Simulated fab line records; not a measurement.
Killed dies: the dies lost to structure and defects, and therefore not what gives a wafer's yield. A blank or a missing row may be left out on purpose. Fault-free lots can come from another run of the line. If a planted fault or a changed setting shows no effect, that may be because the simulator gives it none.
Struck lot and sound lot, side by side | flow berkeley cmos170 | 31 out of 331 route steps
Sound: wafers L324.1, L324.3, L324.4. The struck wafers were L327.1, L327.2, L327.4. The cause is named last.
Per side, at each step with rows, come the tool, then ch with its chambers, and then its first start. Under that, the readings that differ: sound wafers | struck wafers | difference of the means | sigmas: that difference in standard deviations of wafers without a fault.
alike: same words and numbers on both sides, and readings whose means sit less than 2 such deviations apart. not compared: any withheld reading, any reading some wafer has no value for, any bound like >300 that may hide the same value, and any number with overlapping values for which the record gives no deviation.
A row with sigmas, a row that says differs or no value, or rows on one side alone: a step with any of these is where the two part. Numbers that don't overlap but have no deviation are shown without sigmas and don't part them. A reading that every wafer of one side lacks parts them only if that side has two wafers or more.

first, 6 steps without rows for these wafers: UCB170_V1_HMDS_06 (prime time 60 s); UCB170_V1_COAT_07 (resist thk 900 nm); UCB170_V1_SOFTBAKE_08 (time 60 s); UCB170_V1_EXPOSE_09 (exposes mask VIA1, target cd 700 nm); UCB170_V1_PEB_10; UCB170_V1_DEVELOP_11 (develop time 45 s).
UCB170_V1_CD_MEAS_12: target cd 700 nm.
  sound on cd sem-02 at day 8 00:00; struck on cd sem-01 at day 8 11:36
  alike: cd nm
UCB170_V1_OVL_MEAS_13:
  sound on overlay-01 at day 8 00:07; struck on overlay-02 at day 8 11:43
  alike: V1_OVL
UCB170_V1_ETCH_14: etches SiO2 in CHF3/CF4/Ar, stops on Al, target depth 1250 nm, time 291 s.
  sound on rie diel-03 ch 1,2,3, day 8 00:10; struck on rie diel-03 ch 0,1,2, day 8 11:45
  alike: CHF3_flow_sccm, drypump motor current A, oes product au, throttle valve pct
  not compared: rf hours counter h
UCB170_V1_STRIP_15: strips in O2.
  sound on plasma asher-04 ch 0,1, day 8 00:20; struck on plasma asher-02 ch 0,1, day 8 11:56
  alike: drypump motor current A, oes product au, strip time to endpoint s
  not compared: rf hours counter h
UCB170_V1_CD_MEAS_90: target cd 700 nm.
  sound on cd sem-01 at day 8 00:26; struck on cd sem-02 at day 8 12:02
  alike: cd nm
then, 1 step without rows for these wafers: UCB170_M2_PRE_CLEAN_00 (preclean etch time 60 s).
UCB170_M2_SPUTTER_01: material Al, target thk 900 nm, time 120 s.
  sound on pvd sputter-03 at day 8 00:37; struck on pvd sputter-03 at day 8 12:28
  alike: throttle valve pct
UCB170_M2_RS_MEAS_02: measurement is done with a four-point probe.
  sound on film metro-03 at day 8 00:42; struck on film metro-04 at day 8 12:33
  reading           | sound                | struck               | difference | sigmas
  M2_AL_RS (ohm/sq) | 0.0331 0.0325 0.0322 | 0.0161 0.0161 0.0159 | -0.0166    | -47
UCB170_M2_THK_MEAS_03: measures by xrf.
  sound on film metro-03 at day 8 00:49; struck on film metro-04 at day 8 12:40
  reading        | sound       | struck         | difference | sigmas
  M2_AL_THK (nm) | 887 897 907 | 1827 1839 1857 | +944       | +94
then, 3 steps without rows for these wafers: UCB170_M2_HMDS_04 (prime time 60 s); UCB170_M2_COAT_05 (resist thk 900 nm); UCB170_M2_SOFTBAKE_06 (time 60 s).
UCB170_M2_STRIP_07: strips in O2.
  sound on plasma asher-01 ch 0,1, day 8 01:20; struck on plasma asher-02 ch 0,1, day 8 13:32
  reading                      | sound             | struck            | difference | sigmas
  strip time to endpoint s (s) | 22.06 22.01 22.06 | 21.91 21.97 21.94 | -0.10      | -2
  alike: drypump motor current A, oes product au
  not compared: rf hours counter h
then, 7 steps without rows for these wafers: UCB170_M2_STRIP_08 (strips KrF in DMSO, time 600 s); UCB170_M2_COAT_09; UCB170_M2_COAT_10 (resist thk 911.2 nm); UCB170_M2_SOFTBAKE_11 (time 60 s); UCB170_M2_EXPOSE_12 (exposes mask METAL2, target cd 700 nm); UCB170_M2_PEB_13; UCB170_M2_DEVELOP_14 (develop time 45 s).
UCB170_M2_CD_MEAS_15: target cd 700 nm.
  sound on cd sem-02 at day 8 02:44; struck on cd sem-01 at day 8 15:05
  alike: cd nm
UCB170_M2_OVL_MEAS_16:
  sound on overlay-01 at day 8 02:52; struck on overlay-02 at day 8 15:13
  alike: M2_OVL
UCB170_M2_ETCH_17: etches BARC in N2/H2.
  sound on rie diel-04 ch 0,1, day 8 02:53; struck on rie diel-04 ch 0,1,3, day 8 15:14
  alike: drypump motor current A, oes product au, throttle valve pct
UCB170_M2_METAL_ETCH_18: etches Al in Cl2/BCl3, stops on SiO2, target depth 1170 nm, time 195 s.
  sound on rie metal-03 ch 0,1, day 8 02:58; struck on rie metal-01 ch 0,1, day 8 15:17
  reading                        | sound             | struck            | difference | sigmas
  oes product au (a.u.)          | 0.836 0.849 0.850 | 0.967 0.985 0.962 | +0.126     | +16
  model.etch.depth nm (nm)       | 877.7 891.2 901   | 1113 1165 1102    | +237       |
  model.M2.feature depth nm (nm) | 934.5 945.3 957.6 | 1113 1165 1102    | +181       |
  alike: bcl3 flow sccm, drypump motor current A, throttle valve pct
  not compared: rf hours counter h
UCB170_M2_STRIP_19: strips in O2.
  sound on plasma asher-02 ch 0,1, day 8 03:09; struck on plasma asher-04 ch 0,1, day 8 15:28
  alike: drypump motor current A, oes product au
  not compared: rf hours counter h

WHERE THEY PART
Last at UCB170_M2_METAL_ETCH_18 as far as this record goes, first at UCB170_M2_RS_MEAS_02. Later steps at which nothing parts them and some readings are alike: UCB170_M2_STRIP_19.

WHY: whatever the simulator had introduced
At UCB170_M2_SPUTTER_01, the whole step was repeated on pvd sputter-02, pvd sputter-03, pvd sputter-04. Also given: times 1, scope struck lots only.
